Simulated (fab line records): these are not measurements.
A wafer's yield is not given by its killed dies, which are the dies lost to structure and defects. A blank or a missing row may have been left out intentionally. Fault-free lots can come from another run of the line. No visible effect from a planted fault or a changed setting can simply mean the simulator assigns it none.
Lot-split experiment ; flow berkeleyCmos170 ; route with 331 steps; 5 lots, 23 wafers read

## ABOUT THE SPLIT
At UCB170_V2_EXPOSE_09 (exposes mask VIA2, target cd 700 nm), the setting doseMj was moved away from the recipe's 37 on 7 of the 23 wafers read, by -6.3% to +2.3%. This setting was run at the recipe's value on the other wafers.

## FROM THE SPLIT TO THE READING: what the file shows between them, 5 steps
- UCB170_V2_PEB_10
- UCB170_V2_DEVELOP_11: develop time 45 s
- UCB170_V2_CD_MEAS_12: target cd 700 nm
- UCB170_V2_ETCH_14: etches SiO2 in CHF3/CF4/Ar, stops on Al, target depth 1250 nm, time 291 s
- UCB170_V2_STRIP_15: strips in O2 (also split here: o2FlowSccm)

## THE READING
At UCB170_V2_CD_MEAS_90: cdNm in nanometres, against a target cd of 700 nm. On this fab line, fault-free wafers typically give 698.8 nm with a standard deviation of 1.3 nm.

wafer;tool, chamber at the split;doseMj as run;against the recipe;cdNm, nm;against lot-mates on the recipe
L074.1;krfScanner-01, 0;37;recipe;697.3;-
L074.2;krfScanner-01, 0;37;recipe;698.0;-
L074.3;krfScanner-01, 0;35.34;-4.5%;690.5;-7.5
L074.4;krfScanner-01, 0;35.34;-4.5%;691.1;-6.9
L074.6;krfScanner-01, 0;37;recipe;698.6;-
L077.1;krfScanner-01, 0;37;recipe;696.8;-
L077.2;krfScanner-01, 0;37;recipe;696.5;-
L077.3;krfScanner-01, 0;37;recipe;697.9;-
L077.4;krfScanner-01, 0;37;recipe;698.1;-
L077.6;krfScanner-01, 0;37;recipe;697.0;-
L080.2;krfScanner-01, 0;37;recipe;697.2;-
L080.3;krfScanner-01, 0;37;recipe;696.9;-
L080.6;krfScanner-01, 0;37;recipe;698.9;-
L084.1;krfScanner-02, 0;37.85;+2.3%;706.2;+5.9
L084.2;krfScanner-02, 0;37;recipe;699.9;-
L084.3;krfScanner-02, 0;37.85;+2.3%;703.7;+3.4
L084.4;krfScanner-02, 0;37.85;+2.3%;703.6;+3.3
L084.6;krfScanner-02, 0;37;recipe;700.7;-
L085.1;krfScanner-02, 0;37;recipe;699.0;-
L085.2;krfScanner-02, 0;34.67;-6.3%;687.3;-12.7
L085.3;krfScanner-02, 0;37;recipe;700.9;-
L085.4;krfScanner-02, 0;37;recipe;700.2;-
L085.5;krfScanner-02, 0;34.67;-6.3%;687.8;-12.2

THE FIT
A straight line over all 23 wafers: cdNm changes by +1.86 nm for each +1% of doseMj; r = +0.95; the points scatter about the line by 1.5 nm.
The same after taking each lot's own level away (the mean of its wafers on the recipe; 23 wafers): +1.85 nm for each +1%; r = +0.98; scatter 0.87 nm.
That fit puts the effect of the largest move of doseMj on the reading at 12 nm.
The span of the lots' own levels, 697.26 to 700.30 nm, comes to 2.3 times the standard deviation stated above.
The two slopes are in agreement: the lot-to-lot level therefore moves the slope only a little.
Check: with one of the wafers moved furthest among these (-6.3%) left out of the fit, the line predicts -11.2 nm for it against its lot-mates. It came out at -12.7 nm against them.

## OTHER SPLITS APPLIED TO THESE WAFERS
These wafers also went through other splits before the reading. Each is held against what the fit with the lots' levels taken away leaves over:
other split on the same wafers;wafers away from the commonest value;r with cdNm (lot level and that fit taken away)
UCB170_M2_SPUTTER_01 timeS;8;-0.12
UCB170_M2_SOFTBAKE_06 timeS;7;+0.24
UCB170_V2_CVD_00 timeS;5;-0.06
UCB170_V2_STRIP_15 o2FlowSccm;11;+0.11

## THE WHOLE CHAIN: every reading that the file lists as answering this split, in the file's order
step;what it does;reading;change (the file's fit);r (the file's)
UCB170_V2_CD_MEAS_12;target cd 700 nm;cdNm;+1.83 nm for each +1% of the setting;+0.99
UCB170_V2_ETCH_14;etches SiO2 in CHF3/CF4/Ar, stops on Al, target depth 1250 nm, time 291 s;V2.cdNm (the simulator's own value, which no gauge read);+1.82 nm for each +1% of the setting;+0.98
UCB170_V2_CD_MEAS_90;target cd 700 nm;cdNm;+1.84 nm for each +1% of the setting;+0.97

## FILE'S OWN FIT
cdNm changes by +1.84 nm for each +1% of doseMj, r = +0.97.
